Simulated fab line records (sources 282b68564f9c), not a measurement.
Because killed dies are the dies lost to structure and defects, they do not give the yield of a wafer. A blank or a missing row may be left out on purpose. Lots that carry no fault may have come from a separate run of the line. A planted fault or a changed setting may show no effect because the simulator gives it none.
Split-lot trial ; flow ritCmos ; 23 wafers read across 5 lots, on a route 202 steps long

## SPLIT DETAILS
At RIT_M1_SPUTTER_00 (material Al, target thk 400 nm, time 500 s), the setting timeS was moved away from the recipe's 500 s on 11 of the 23 wafers read, by -11.6% to +12.3%. The other wafers ran this setting at the recipe's value.

## SPLIT TO READING: what lies between them in the file, 1 step
- RIT_M1_RS_MEAS_01: measures by four-point-probe

## THE READING
M1_AL_THK, in nm, at RIT_M1_THK_MEAS_02 (measures by xrf). A value of 401 nm with a standard deviation of 5.2 nm is what fault-free wafers of this fab line usually give.

wafer;tool, chamber at the split;timeS as run, s;against the recipe;M1_AL_THK, nm;against lot-mates on the recipe
L075.1;pvdSputter-04, -;441.8;-11.6%;355;-44
L075.2;pvdSputter-04, -;441.8;-11.6%;354;-45
L075.3;pvdSputter-04, -;441.8;-11.6%;350;-49
L075.4;pvdSputter-04, -;500;recipe;400;-
L075.6;pvdSputter-04, -;500;recipe;398;-
L076.1;pvdSputter-01, -;450.9;-9.8%;363;-30
L076.2;pvdSputter-01, -;500;recipe;397;-
L076.4;pvdSputter-01, -;500;recipe;390;-
L076.5;pvdSputter-01, -;450.9;-9.8%;361;-32
L076.6;pvdSputter-01, -;450.9;-9.8%;359;-34
L083.1;pvdSputter-04, -;500;recipe;402;-
L083.4;pvdSputter-04, -;500;recipe;408;-
L083.6;pvdSputter-04, -;500;recipe;400;-
L084.1;pvdSputter-01, -;444.8;-11.0%;352;-43
L084.2;pvdSputter-01, -;500;recipe;397;-
L084.4;pvdSputter-01, -;444.8;-11.0%;356;-39
L084.5;pvdSputter-01, -;500;recipe;393;-
L084.6;pvdSputter-01, -;500;recipe;394;-
L085.1;pvdSputter-04, -;561.6;+12.3%;449;+44
L085.2;pvdSputter-04, -;500;recipe;407;-
L085.3;pvdSputter-04, -;500;recipe;403;-
L085.4;pvdSputter-04, -;561.6;+12.3%;449;+44
L085.6;pvdSputter-04, -;561.6;+12.3%;449;+44

FIT RESULTS
A straight line over all 23 wafers: M1_AL_THK changes by +4 nm for each +1% of timeS; r = +0.99; the points scatter about the line by 4.1 nm.
The same after taking each lot's own level away (the mean of its wafers on the recipe; 23 wafers): +3.64 nm for each +1%; r = +0.99; scatter 2.9 nm.
That fit puts the effect of the largest move of timeS on the reading at 45 nm.
Measured against the standard deviation above, the lots' own levels, which go from 393.5 to 405.0 nm, span 2.2 times it.
The two slopes agree, so the slope changes little with the lot-to-lot level.
Check: +44.8 nm against its lot-mates is what the line predicts for one of the wafers moved furthest among these (+12.3%) when that wafer is left out of the fit. Against them it came out at +44 nm.

## THE OTHER SPLITS THESE WAFERS WENT THROUGH
These wafers also went through other splits before the reading. Each is held against what the fit with the lots' levels taken away leaves over:
other split on the same wafers;wafers away from the commonest value;r with M1_AL_THK (lot level and that fit taken away)
RIT_SPACER_ETCHBACK_05 timeS;10;+0.04
RIT_PSD_COAT_01 resistThkNm;12;-0.03
RIT_SDANNEAL_RTA_03 timeS;11;+0.07
RIT_SILICIDE_SPUTTER_01 powerW;8;+0.18
RIT_CONTACT_CVD_00 timeS;10;+0.27

## THE WHOLE CHAIN: every reading that the file lists as answering this split, in the file's order
step;what it does;reading;change (the file's fit);r (the file's)
RIT_M1_SPUTTER_00;material Al, target thk 400 nm, time 500 s;Al_of_M1_SPUTTER_00.thkNm (the simulator's own value, which no gauge read);+3.71 nm for each +1% of the setting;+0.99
RIT_M1_RS_MEAS_01;measures by four-point-probe;M1_AL_RS;-0.000733 for each +1% of the setting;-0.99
RIT_M1_THK_MEAS_02;measures by xrf;M1_AL_THK;+3.65 for each +1% of the setting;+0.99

## FILE'S OWN FIT
M1_AL_THK changes by +3.65 nm for each +1% of timeS, r = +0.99.
